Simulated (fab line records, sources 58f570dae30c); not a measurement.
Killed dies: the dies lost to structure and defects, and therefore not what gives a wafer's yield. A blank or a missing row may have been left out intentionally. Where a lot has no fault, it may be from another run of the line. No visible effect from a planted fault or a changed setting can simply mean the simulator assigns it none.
A single fault, viewed from 2 desks || flow berkeleyCmos170 || numbers are kept per desk, each desk with only its own; the story behind them comes last

## AT THE METROLOGY DESK
Lot by lot, what the gauges showed, no matter which tool ran the lot: averages of those sampled wafers that carry a number. Any lot whose mean is over 4 standard deviations away from the usual mean is out of limits and marked OUT; that distance is given in the brackets.
Columns: A = SPACER_TEOS_THK at UCB170_SPACER_THK_MEAS_01, usual 376 nm; B = PSD_TW at UCB170_PSD_TW_MEAS_10, usual 2337; C = PSD_RS at UCB170_SDANNEAL_RS_MEAS_02, usual 75.53 ohm/sq; D = NLDD_RS at UCB170_SDANNEAL_RS_MEAS_05, usual 616.0 ohm/sq
{"lot": "L207", "first seen here": "day 7 01:11", "A": 376, "B": "2227 (-6.1) OUT", "C": "77.65 (+8.2) OUT", "D": 617.4}
{"lot": "L209", "first seen here": "day 7 08:41", "A": 370, "B": "2225 (-6.2) OUT", "C": "77.61 (+8.0) OUT", "D": 616.8}
{"lot": "L211", "first seen here": "day 7 23:29", "A": 378, "B": 2322, "C": 75.66, "D": 618.2}
{"lot": "L210", "first seen here": "day 8 00:11", "A": 371, "B": "2254 (-4.6) OUT", "C": "77.83 (+8.8) OUT", "D": 616.8}
{"lot": "L212", "first seen here": "day 8 10:07", "A": 376, "B": 2347, "C": 75.94, "D": 616.9}
{"lot": "L213", "first seen here": "day 8 18:11", "A": 377, "B": 2321, "C": 75.43, "D": 614.5}
{"lot": "L214", "first seen here": "day 8 18:18", "A": 374, "B": 2353, "C": 75.63, "D": 614.2}
{"lot": "L215", "first seen here": "day 9 06:49", "A": 373, "B": 2356, "C": 75.58, "D": 616.7}
{"lot": "L217", "first seen here": "day 9 07:07", "A": 377, "B": 2343, "C": 75.13, "D": 616.4}
{"lot": "L220", "first seen here": "day 9 20:29", "A": 379, "B": 2326, "C": 75.70, "D": 616.4}
{"lot": "L221", "first seen here": "day 10 03:53", "A": 376, "B": 2347, "C": 75.43, "D": 615.6}
{"lot": "L223", "first seen here": "day 10 22:53", "A": 375, "B": 2324, "C": 75.72, "D": 617.0}
{"lot": "L224", "first seen here": "day 10 23:02", "A": 377, "B": 2316, "C": 75.31, "D": 614.1}
{"lot": "L225", "first seen here": "day 10 23:14", "A": 381, "B": 2335, "C": 75.36, "D": 617.7}
{"lot": "L226", "first seen here": "day 11 10:22", "A": 374, "B": 2311, "C": 75.42, "D": 615.5}
This desk reports L207, L209, L210 out of limits; the earliest was L207 at day 7 06:41 (PSD_TW at UCB170_PSD_TW_MEAS_10). L211, L212, L213, L214, L215, L217, L220, L221, L223, L224, L225, L226 stayed within limits.

## FOR THE TOOL OWNER'S DESK: implanter-01
UCB170_PSD_IMPLANT_08, tool's own readings: per-lot mean of the sampled wafers with a number, covering each lot this tool ran. Any lot whose mean is over 4 standard deviations away from the usual mean is out of limits and marked OUT; that distance is given in the brackets.
Columns: A = beamEnergyKeV at UCB170_PSD_IMPLANT_08, usual 20.001; B = endStationPressureTorr at UCB170_PSD_IMPLANT_08, usual 1.26e-05 Torr
{"lot": "L207", "first seen here": "day 7 06:26", "A": "16.402 (-99 or more) OUT", "B": 1.27e-05}
{"lot": "L209", "first seen here": "day 7 16:17", "A": "16.406 (-99 or more) OUT", "B": 1.26e-05}
{"lot": "L210", "first seen here": "day 8 08:38", "A": "16.397 (-99 or more) OUT", "B": 1.27e-05}
{"lot": "L223", "first seen here": "day 11 05:15", "A": 20.002, "B": 1.28e-05}
{"lot": "L226", "first seen here": "day 11 16:25", "A": 19.999, "B": 1.26e-05}
This desk's verdict: out of limits on L207, L209, L210, starting with L207 at day 7 06:26 (beamEnergyKeV at UCB170_PSD_IMPLANT_08). L223, L226 stayed within limits.

## TAKEN TOGETHER
On L207, L209, L210, at day 7 06:26, an alarm was possible from the tool owner's desk.
On L207, L209, L210, the metrology desk was in a position to raise an alarm at day 7 06:41.
On implanter-01, each named lot ran UCB170_PSD_IMPLANT_08.

## WHAT THE SIMULATOR PUT IN
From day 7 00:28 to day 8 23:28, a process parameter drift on implanter-01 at UCB170_PSD_IMPLANT_08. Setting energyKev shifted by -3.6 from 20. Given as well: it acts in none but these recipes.
Struck lots among those shown: L207, L209, L210.
Time in hours from fault onset to the first out-of-limits reading at each desk: tool owner's desk 6, metrology desk 6.
